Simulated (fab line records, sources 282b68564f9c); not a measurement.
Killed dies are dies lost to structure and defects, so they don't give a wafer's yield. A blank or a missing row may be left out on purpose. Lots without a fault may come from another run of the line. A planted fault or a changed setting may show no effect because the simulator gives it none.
fab line records | flow rit_cmos
record lots=15 wafers=45 last_day=7
route steps=202 shown GATE@76 M1@202
lots that met no fault: from a run of the same line without faults
start_h: hours from the record's first day to the start of the lot's first wafer shown | wait_h: hours since the lot's step before | " the same as in the row above | L1.1+2: a row that stands for several wafers | - no value, or no start given | * or withheld: withheld | < > ~ a bound
route shown NAME@n: a module of which the file shows steps, and the number in the route of the first | usual: mean/standard deviation of fault-free wafers | same: alike in all rows | chamber/n: place in a boat | sites: the reading at each site | _std_site: their standard deviation | _edge_site: outer sites' mean less inner sites' | radius_mm: how far each site lies from the wafer's centre | mask NAME#n: copy n | behind: the tool/chamber that last shaped the wafer | hold: why the lot was held/for how many hours/how that ended | device: the transistor (n, p or np) that didn't switch | end of line: the same wafers' tests at the end of the route | a step without rows: its recipe alone | killed: dies lost to structure and defects at the first sort, not the wafer's yield | map: a wafer's dies, x killed, . not, _ none there
set.NAME: the setting as run; set.NAME@STEP: as run at that earlier step | model.NAME: the simulator's own value behind a step, which no gauge read
steps of the route over a sample of lots; a table a step, a row a wafer
## steps
# step RIT_GATE_CLEAN_01
# recipe chemistry=SC1 mix=3:3:50 time_s=580.1 temp_c=75
# usual bath_guard_temp_C=75.1/0.56 bath_heat_duty_pct=15.6/1.7
# columns lot.wafer tool chamber start_h wait_h bath_guard_temp_C bath_heat_duty_pct
L918.2 wet_bench-03 2 33.37 0.0 75.0 14.4
L918.5 " 2 " " 74.3 14.2
L918.6 " 2 " " 74.6 13.9
L920.1 wet_bench-04 1 44.88 0.0 75.3 13.9
L920.3 " 1 " " 75.6 13.9
L920.6 " 1 " " 75.6 14.5
L922.3 wet_bench-01 3 52.83 0.0 75.9 17.4
L922.4 " 3 " " 76.0 15.2
L922.5 " 3 " " 76.2 16.1
L924.2 wet_bench-03 1 64.37 0.0 75.3 20.2
L924.4 " 1 " " 75.2 19.1
L924.5 " 1 " " 75.6 19.4
L926.2 wet_bench-04 0 73.26 0.0 75.6 13.5
L926.3 " 0 " " 76.0 15.6
L926.4 " 0 " " 75.9 14.3
L930.2 wet_bench-04 2 96.55 0.0 - -
L930.5 " 2 " " - -
L930.6 " 2 " " - -
L931.1 wet_bench-04 3 98.57 0.0 - -
L931.3 " 3 " " - -
L931.6 " 3 " " - -
L932.2 wet_bench-04 1 103.40 0.0 - -
L932.3 " 1 " " - -
L932.6 " 1 " " - -
L934.2 wet_bench-03 2 113.57 0.0 75.1 13.1
L934.4 " 2 " " 74.9 14.4
L934.6 " 2 " " 74.7 13.0
L936.2 wet_bench-04 0 126.47 0.0 75.5 15.2
L936.3 " 0 " " 75.8 14.7
L936.6 " 0 " " 75.5 14.6
L937.1 wet_bench-01 2 130.92 0.0 73.8 15.9
L937.4 " 2 " " 74.2 16.4
L937.5 " 2 " " 74.0 17.6
L938.3 wet_bench-03 3 132.43 0.0 74.9 14.8
L938.5 " 3 " " 74.9 14.6
L938.6 " 3 " " 74.6 15.5
L939.1 wet_bench-01 2 139.01 0.0 73.8 16.9
L939.3 " 2 " " 74.1 16.7
L939.4 " 2 " " 73.8 17.8
L940.1 wet_bench-01 0 144.27 0.0 75.2 16.8
L940.2 " 0 " " 75.0 16.5
L940.6 " 0 " " 75.4 16.7
L941.4 wet_bench-01 1 149.14 0.0 75.3 13.4
L941.5 " 1 " " 75.0 13.1
L941.6 " 1 " " 75.0 13.6
# step RIT_M1_PROBE_99
# usual killed_at_M0_to_M3=0.0/0.16 killed_at_contacts=0.0/0.2 killed_at_front_end=7.2/2.5 killed_dies=7.3/2.5 killed_open=3.8/1.9 killed_short=3.5/1.8
# same gross_dies=264 killed_at_M4_up=0 killed_at_back_side=0 killed_at_other=0
# columns lot.wafer tool chamber start_h wait_h killed_at_M0_to_M3 killed_at_contacts killed_at_front_end killed_dies killed_open killed_short
L918.2 prober-02 - 59.43 0.1 0 0 5 5 3 2
L918.5 prober-02 - 59.58 0.2 0 0 6 6 3 3
L918.6 prober-02 - 59.63 0.2 0 0 11 11 7 4
L920.1 prober-02 - 71.95 0.1 0 0 11 11 6 5
L920.3 prober-02 - 72.05 0.2 0 0 10 10 7 3
L920.6 prober-02 - 72.20 0.2 0 0 7 7 4 3
L922.3 prober-02 - 82.36 0.2 0 0 9 9 4 5
L922.4 prober-02 - 82.41 0.2 0 0 7 7 5 2
L922.5 prober-02 - 82.46 0.2 0 0 3 3 0 3
L924.2 prober-01 - 93.59 0.1 0 0 4 4 2 2
L924.4 prober-01 - 93.69 0.2 0 0 6 6 2 4
L924.5 prober-01 - 93.74 0.2 0 0 4 4 2 2
L926.2 prober-01 - 103.08 0.1 0 0 6 6 3 3
L926.3 prober-01 - 103.13 0.2 0 0 6 6 6 0
L926.4 prober-01 - 103.18 0.2 0 1 6 7 5 2
L930.2 prober-02 - 123.75 0.1 0 0 8 8 3 5
L930.5 prober-02 - 123.90 0.2 0 0 8 8 3 5
L930.6 prober-02 - 123.95 0.2 0 0 10 10 3 7
L931.1 prober-01 - 125.76 0.1 0 0 2 2 1 1
L931.3 prober-01 - 125.86 0.2 0 0 3 3 1 2
L931.6 prober-01 - 126.01 0.2 0 0 5 5 2 3
L932.2 prober-02 - 133.01 0.1 0 0 9 9 3 6
L932.3 prober-02 - 133.06 0.2 0 0 5 5 4 1
L932.6 prober-02 - 133.21 0.2 0 0 7 7 1 6
L934.2 prober-02 - 140.09 0.1 1 0 6 7 2 5
L934.4 prober-02 - 140.19 0.2 0 0 8 8 5 3
L934.6 prober-02 - 140.29 0.2 0 0 10 10 6 4
L936.2 prober-02 - 152.81 0.1 0 0 9 9 5 4
L936.3 prober-02 - 152.86 0.2 0 0 11 11 6 5
L936.6 prober-02 - 153.01 0.2 0 0 9 9 5 4
L937.1 prober-01 - 157.11 0.1 0 0 9 9 5 4
L937.4 prober-01 - 157.26 0.2 0 0 5 5 1 4
L937.5 prober-01 - 157.31 0.2 0 0 8 8 6 2
L938.3 prober-02 - 160.01 0.2 0 0 9 9 5 4
L938.5 prober-02 - 160.11 0.2 0 0 4 4 1 3
L938.6 prober-02 - 160.16 0.2 0 0 9 9 3 6
L939.1 prober-01 - 166.26 0.1 0 0 6 6 3 3
L939.3 prober-01 - 166.36 0.2 1 0 4 5 1 3
L939.4 prober-01 - 166.41 0.2 0 0 6 6 3 3
L940.1 prober-02 - 172.01 0.1 0 0 7 7 3 4
L940.2 prober-02 - 172.06 0.1 0 0 6 6 3 3
L940.6 prober-02 - 172.26 0.2 0 0 13 13 9 4
L941.4 prober-01 - 173.95 0.2 0 0 9 9 4 5
L941.5 prober-01 - 174.00 0.2 0 0 4 4 3 1
L941.6 prober-01 - 174.05 0.2 0 0 4 4 2 2
# killed by level:class
L918.2 REOX:geometric_particle:short=1 REOX:geometric_particle:open=1 SPACER:geometric_particle:open=1 SILICIDE:geometric_particle:short=1 SILICIDE:geometric_particle:open=1
L918.5 FOX1:geometric_particle:short=3 GATE:geometric_particle:open=2 REOX:geometric_particle:open=1
L918.6 GATE:geometric_particle:open=3 REOX:geometric_particle:short=3 SPACER:geometric_particle:open=2 FOX1:geometric_particle:open=1 FOX1:geometric_particle:short=1 REOX:geometric_particle:open=1
L920.1 GATE:geometric_particle:short=3 FOX2:geometric_particle:open=2 REOX:geometric_particle:short=2 FOX1:geometric_particle:open=1 GATE:geometric_particle:open=1 REOX:geometric_particle:open=1 SPACER:geometric_particle:open=1
L920.3 GATE:geometric_particle:short=3 FOX1:geometric_particle:open=2 FOX2:geometric_particle:open=2 GATE:geometric_particle:open=1 REOX:geometric_particle:open=1 SPACER:geometric_particle:open=1
L920.6 SILICIDE:geometric_particle:open=3 GATE:geometric_particle:short=2 GATE:geometric_particle:open=1 REOX:geometric_particle:short=1
L922.3 GATE:geometric_particle:short=3 FOX1:geometric_particle:short=2 GATE:geometric_particle:open=2 REOX:geometric_particle:open=2
L922.4 GATE:geometric_particle:open=3 SPACER:geometric_particle:short=2 REOX:geometric_particle:open=1 SPACER:geometric_particle:open=1
L922.5 FOX1:geometric_particle:short=1 GATE:geometric_particle:short=1 SPACER:geometric_particle:short=1
L924.2 FOX1:geometric_particle:open=1 FOX1:geometric_particle:short=1 GATE:geometric_particle:open=1 SILICIDE:geometric_particle:short=1
L924.4 FOX1:geometric_particle:open=1 GATE:geometric_particle:short=1 REOX:geometric_particle:short=1 REOX:geometric_particle:open=1 SPACER:geometric_particle:short=1 SILICIDE:geometric_particle:short=1
L924.5 GATE:geometric_particle:short=1 SPACER:geometric_particle:open=1 SILICIDE:geometric_particle:open=1 SILICIDE:geometric_particle:short=1
L926.2 FOX1:geometric_particle:open=1 FOX2:geometric_particle:open=1 GATE:geometric_particle:short=1 GATE:geometric_particle:open=1 REOX:geometric_particle:short=1 SILICIDE:geometric_particle:short=1
L926.3 FOX2:geometric_particle:open=2 REOX:geometric_particle:open=2 FOX1:geometric_particle:open=1 GATE:geometric_particle:open=1
L926.4 GATE:geometric_particle:open=2 REOX:geometric_particle:open=2 REOX:geometric_particle:short=1 SILICIDE:geometric_particle:short=1 CONTACT:geometric_particle:open=1
L930.2 GATE:geometric_particle:short=2 REOX:geometric_particle:short=2 FOX1:geometric_particle:open=1 FOX1:geometric_particle:short=1 SPACER:geometric_particle:open=1 SILICIDE:geometric_particle:open=1
L930.5 GATE:geometric_particle:short=3 FOX2:geometric_particle:short=2 GATE:geometric_particle:open=2 SILICIDE:geometric_particle:open=1
L930.6 FOX2:geometric_particle:short=3 GATE:geometric_particle:open=2 FOX1:geometric_particle:open=1 GATE:geometric_particle:short=1 REOX:geometric_particle:short=1 SPACER:geometric_particle:short=1 SILICIDE:geometric_particle:short=1
L931.1 GATE:geometric_particle:open=1 SPACER:geometric_particle:short=1
L931.3 FOX1:geometric_particle:short=1 SILICIDE:geometric_particle:open=1 SILICIDE:geometric_particle:short=1
L931.6 GATE:geometric_particle:open=2 FOX1:geometric_particle:short=1 FOX2:geometric_particle:short=1 SPACER:geometric_particle:short=1
L932.2 GATE:geometric_particle:short=3 FOX1:geometric_particle:short=1 FOX1:geometric_particle:open=1 FOX2:geometric_particle:short=1 GATE:geometric_particle:open=1 REOX:geometric_particle:short=1 SPACER:geometric_particle:open=1
L932.3 GATE:geometric_particle:open=2 REOX:geometric_particle:open=1 REOX:geometric_particle:short=1 SPACER:geometric_particle:open=1
L932.6 REOX:geometric_particle:short=2 SILICIDE:geometric_particle:short=2 GATE:geometric_particle:short=1 GATE:geometric_particle:open=1 SPACER:geometric_particle:short=1
L934.2 GATE:geometric_particle:short=2 REOX:geometric_particle:short=2 SPACER:geometric_particle:open=2 M1:geometric_particle:short=1
L934.4 GATE:geometric_particle:short=3 GATE:geometric_particle:open=3 FOX1:geometric_particle:open=1 SPACER:geometric_particle:open=1
L934.6 GATE:geometric_particle:short=3 REOX:geometric_particle:open=3 SPACER:geometric_particle:open=2 SPACER:geometric_particle:short=1 STARTING-WAFER:geometric_particle:open=1
L936.2 GATE:geometric_particle:short=4 GATE:geometric_particle:open=3 FOX1:geometric_particle:open=1 REOX:geometric_particle:open=1
L936.3 FOX1:geometric_particle:open=2 FOX2:geometric_particle:open=2 GATE:geometric_particle:open=2 SILICIDE:geometric_particle:short=2 FOX1:geometric_particle:short=1 FOX2:geometric_particle:short=1 SPACER:geometric_particle:short=1
L936.6 GATE:geometric_particle:open=4 FOX1:geometric_particle:short=3 GATE:geometric_particle:short=1 REOX:geometric_particle:open=1
L937.1 GATE:geometric_particle:open=3 REOX:geometric_particle:short=2 SILICIDE:geometric_particle:open=2 GATE:geometric_particle:short=1 SPACER:geometric_particle:short=1
L937.4 FOX2:geometric_particle:short=2 FOX1:geometric_particle:open=1 FOX1:geometric_particle:short=1 SPACER:geometric_particle:short=1
L937.5 REOX:geometric_particle:open=2 SILICIDE:geometric_particle:short=2 SILICIDE:geometric_particle:open=2 FOX1:geometric_particle:open=1 GATE:geometric_particle:open=1
L938.3 GATE:geometric_particle:open=3 GATE:geometric_particle:short=1 REOX:geometric_particle:short=1 SPACER:geometric_particle:open=1 SPACER:geometric_particle:short=1 SILICIDE:geometric_particle:open=1 SILICIDE:geometric_particle:short=1
L938.5 GATE:geometric_particle:short=1 REOX:geometric_particle:open=1 SPACER:geometric_particle:short=1 SILICIDE:geometric_particle:short=1
L938.6 REOX:geometric_particle:short=3 GATE:geometric_particle:short=2 GATE:geometric_particle:open=1 SPACER:geometric_particle:open=1 SILICIDE:geometric_particle:open=1 SILICIDE:geometric_particle:short=1
L939.1 FOX1:geometric_particle:short=2 FOX1:geometric_particle:open=1 GATE:geometric_particle:open=1 SILICIDE:geometric_particle:open=1 SILICIDE:geometric_particle:short=1
L939.3 GATE:geometric_particle:short=1 REOX:geometric_particle:open=1 REOX:geometric_particle:short=1 SPACER:geometric_particle:short=1 M1:coat_microbubble_printed=1
L939.4 GATE:geometric_particle:short=2 GATE:geometric_particle:open=1 REOX:geometric_particle:open=1 REOX:geometric_particle:short=1 SPACER:geometric_particle:open=1
L940.1 FOX1:geometric_particle:open=2 GATE:geometric_particle:short=2 FOX1:geometric_particle:short=1 SPACER:geometric_particle:short=1 SILICIDE:geometric_particle:open=1
L940.2 SPACER:geometric_particle:short=2 FOX1:geometric_particle:open=1 FOX1:geometric_particle:short=1 GATE:geometric_particle:open=1 SILICIDE:geometric_particle:open=1
L940.6 FOX1:geometric_particle:open=3 GATE:geometric_particle:open=3 FOX1:geometric_particle:short=2 REOX:geometric_particle:open=2 REOX:geometric_particle:short=1 SPACER:geometric_particle:open=1 SPACER:geometric_particle:short=1
L941.4 FOX1:geometric_particle:short=3 FOX2:geometric_particle:open=2 FOX2:geometric_particle:short=1 GATE:geometric_particle:open=1 REOX:geometric_particle:short=1 SILICIDE:geometric_particle:open=1
L941.5 REOX:geometric_particle:open=2 FOX2:geometric_particle:open=1 GATE:geometric_particle:short=1
L941.6 FOX1:geometric_particle:open=1 FOX2:geometric_particle:short=1 GATE:geometric_particle:short=1 SPACER:geometric_particle:open=1
## key
first_sign step=RIT_GATE_CLEAN_01 reading=tool_record direction=missing
effect none on later readings
met_at RIT_GATE_CLEAN_01
struck_lots L930,L931,L932
tester_left_out L930,L931,L932
onset_between 73.26 96.55
fault kind=skipped_step_whole tool=wet_bench-04 chamber=- onset_h=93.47 steps=RIT_GATE_CLEAN_01 scope=struck_lots_only
# tester_left_out: of these lots the tester's yield and bins aren't shown, on N5 and GAA mostly nor the transistor test; their killed dies are dies lost to structure and defects alone, not to doping, threshold or leakage, so they don't give the yield
